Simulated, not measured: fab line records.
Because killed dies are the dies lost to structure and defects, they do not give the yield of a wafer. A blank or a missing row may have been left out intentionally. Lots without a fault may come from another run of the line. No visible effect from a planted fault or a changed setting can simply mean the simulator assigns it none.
A struck lot beside a sound one :: flow rit-cmos :: 44 steps out of a route of 202
Sound: the wafers L112.1, L112.3, L112.4. Wafers struck: L115.1, L115.3, L115.5. The cause comes at the end.
Order at every step that has rows: each side's tool, ch and its chambers, its first start. Under that, the readings that differ: sound wafers :: struck wafers :: difference of the means :: sigmas: that difference in standard deviations of wafers without a fault.
alike: same words and numbers on both sides, and readings whose means sit less than 2 such deviations apart. not compared: any withheld reading, any reading some wafer has no value for, any bound like >300 that may hide the same value, and any number with overlapping values for which the record gives no deviation.
A row with sigmas, a row that says differs or no value, or rows on one side alone: a step with any of these is where the two part. Numbers that have no deviation but don't overlap get no sigmas and don't part them. A reading that every wafer of one side lacks parts them only if that side has two wafers or more.

first, 3 steps without rows for these wafers: RIT_REOX_CLEAN_01 (cleans in dHF, time 30 s); RIT_REOX_CLEAN_02 (cleans in SC2, time 600 s); RIT_REOX_OXIDATION_03 (target thk 25.2 nm, ox time 5580 s).
RIT_REOX_THK_MEAS_04:
  struck on film-metro-01, day 6 02:47; sound on film-metro-01, day 5 09:30
reading: REOX_OXIDE_THK (nm)
sound: 25.1 24.8 24.7
struck: 25.8 25.7 25.7
difference: +0.9
sigmas: +2
then, 6 steps without rows for these wafers: RIT_NLDD_HMDS_00 (prime time 60 s); RIT_NLDD_COAT_01 (resist thk 1000 nm); RIT_NLDD_SOFTBAKE_02 (time 60 s); RIT_NLDD_EXPOSE_03 (exposes mask M7, target cd 40700 nm); RIT_NLDD_PEB_04; RIT_NLDD_DEVELOP_05 (develop time 50 s).
RIT_NLDD_OVL_MEAS_06:
  struck on overlay-01, day 6 03:52; sound on overlay-01, day 5 10:32
  alike: NLDD_OVL
then, 1 step without rows for these wafers: RIT_NLDD_HARDBAKE_07 (time 60 s).
RIT_NLDD_IMPLANT_08:
  sound on implanter-03 ch 0, day 5 10:43; struck on implanter-03 ch 0, day 6 04:03
  alike: end-station-pressure-torr
RIT_NLDD_STRIP_09: strips in O2, time 180 s.
  sound on plasma-asher-04 ch 0,1, day 5 10:52; struck on plasma-asher-04 ch 0,1, day 6 04:12
  alike: drypump-motor-current-A
  not compared: rf-hours-counter-h
RIT_NLDD_TW_MEAS_10:
  struck on film-metro-02, day 6 04:23; sound on film-metro-04, day 5 11:02
reading: NLDD_TW
sound: 2479 2478 2491
struck: 2364 2360 2357
difference: -122
sigmas: -6
then, 6 steps without rows for these wafers: RIT_PLDD_HMDS_00 (prime time 60 s); RIT_PLDD_COAT_01 (resist thk 1000 nm); RIT_PLDD_SOFTBAKE_02 (time 60 s); RIT_PLDD_EXPOSE_03 (exposes mask M8, target cd 40900 nm); RIT_PLDD_PEB_04; RIT_PLDD_DEVELOP_05 (develop time 50 s).
RIT_PLDD_OVL_MEAS_06:
  struck on overlay-01, day 6 05:25; sound on overlay-02, day 5 12:05
  alike: PLDD_OVL
then, 2 steps without rows for these wafers: RIT_PLDD_HARDBAKE_07 (time 60 s); RIT_PLDD_IMPLANT_08.
RIT_PLDD_STRIP_09: strips in O2, time 180 s.
  sound on plasma-asher-02 ch 0,1, day 5 12:25; struck on plasma-asher-02 ch 0,1, day 6 05:45
  alike: drypump-motor-current-A
  not compared: rf-hours-counter-h
RIT_PLDD_TW_MEAS_10:
  struck on film-metro-04, day 6 05:56; sound on film-metro-01, day 5 12:35
  alike: PLDD_TW
then, 4 steps without rows for these wafers: RIT_SPACER_CLEAN_00 (cleans in SC1, time 600 s); RIT_SPACER_CLEAN_01 (cleans in dHF, time 30 s); RIT_SPACER_CLEAN_02 (cleans in SC2, time 600 s); RIT_SPACER_CVD_03 (deposits Si3N4 from SiH2Cl2/NH3, target thk 250 nm, time 3347 s).
RIT_SPACER_THK_MEAS_04:
  struck on film-metro-01, day 6 08:16; sound on film-metro-03, day 5 16:29
  alike: SPACER_NITRIDE_THK
RIT_SPACER_ETCHBACK_05: etches Si3N4 in SF6/CHF3, stops on SiO2, target depth 250 nm, time 240 s.
  sound on rie-diel-02 ch 1,2,3, day 5 16:33; struck on rie-diel-01 ch 0,1, day 6 08:20
  alike: drypump-motor-current-A, oes-product-au, throttle-valve-pct
  not compared: rf-hours-counter-h
then, 6 steps without rows for these wafers: RIT_NSD_HMDS_00 (prime time 60 s); RIT_NSD_COAT_01 (resist thk 1000 nm); RIT_NSD_SOFTBAKE_02 (time 60 s); RIT_NSD_EXPOSE_03 (exposes mask M9, target cd 40700 nm); RIT_NSD_PEB_04; RIT_NSD_DEVELOP_05 (develop time 50 s).
RIT_NSD_OVL_MEAS_06:
  struck on overlay-01, day 6 09:20; sound on overlay-02, day 5 17:33
reading: NSD_OVL (nm)
sound: 1.0 1.3 -0.5
struck: -2.6 -3.0 -3.3
difference: -3.6
sigmas: -3
then, 2 steps without rows for these wafers: RIT_NSD_HARDBAKE_07 (time 60 s); RIT_NSD_IMPLANT_08.
RIT_NSD_STRIP_09: strips in O2, time 180 s.
  sound on plasma-asher-03 ch 0,1, day 5 17:53; struck on plasma-asher-03 ch 0,1, day 6 09:40
  alike: drypump-motor-current-A
  not compared: rf-hours-counter-h
RIT_SDANNEAL_RS_MEAS_07: a four-point-probe measurement.
  struck on film-metro-02, day 6 12:35; sound on film-metro-01, day 5 20:20
reading: NLDD_RS (ohm/sq)
sound: 149.8 149.7 149.6
struck: 183.4 183.0 183.4
difference: +33.6
sigmas: +70
RIT_M1_PROBE_99:
  struck on prober-02, day 6 19:36; sound on prober-01, day 6 03:22
reading: model.etest.nldd.rs-ohm-sq-range
sound: 6.357 7.495 7.827
struck: 172.8 172.7 176.8
difference: +166.9
sigmas: 

reading: model.etest.nmos_0p15.r-on-ohm-um
sound: 1152 1145 1190
struck: 1376 1370 1330
difference: +196
sigmas: 

reading: model.etest.nmos_0p3.r-on-ohm-um
sound: 2180 2160 2247
struck: 2408 2401 2344
difference: +189
sigmas: 

reading: model.etest.nldd.rs-ohm-sq
sound: 389.1 384.6 380.8
struck: 495.9 497.8 492.4
difference: +110.5
sigmas: 

reading: model.etest.nldd.rs-ohm-sq-rim-less-centre
sound: -0.5752 1.637 -1.177
struck: -85.05 -83.97 -77.89
difference: -82.26
sigmas: 

reading: model.etest.nmos-turned.drive-ua-um
sound: 321.4 328.8 316.2
struck: 228.2 227.6 234.6
difference: -92.0
sigmas: 

reading: model.etest.nmos_0p15.drive-ua-um-range
sound: 10.85 9.69 10.95
struck: 64.99 66.82 72.56
difference: +57.63
sigmas: 

reading: model.etest.nmos_0p15.drive-ua-um
sound: 463.8 467.9 451.3
struck: 410 408.8 419.3
difference: -48
sigmas: 
  alike: killed-at-front-end, killed-dies, killed-open, killed-short

WHERE THEY PART
First at RIT_REOX_THK_MEAS_04; last, within this record, at RIT_SDANNEAL_RS_MEAS_07. Later steps at which nothing parts them and some readings are alike: RIT_M1_PROBE_99.

WHY: what the simulator had put in
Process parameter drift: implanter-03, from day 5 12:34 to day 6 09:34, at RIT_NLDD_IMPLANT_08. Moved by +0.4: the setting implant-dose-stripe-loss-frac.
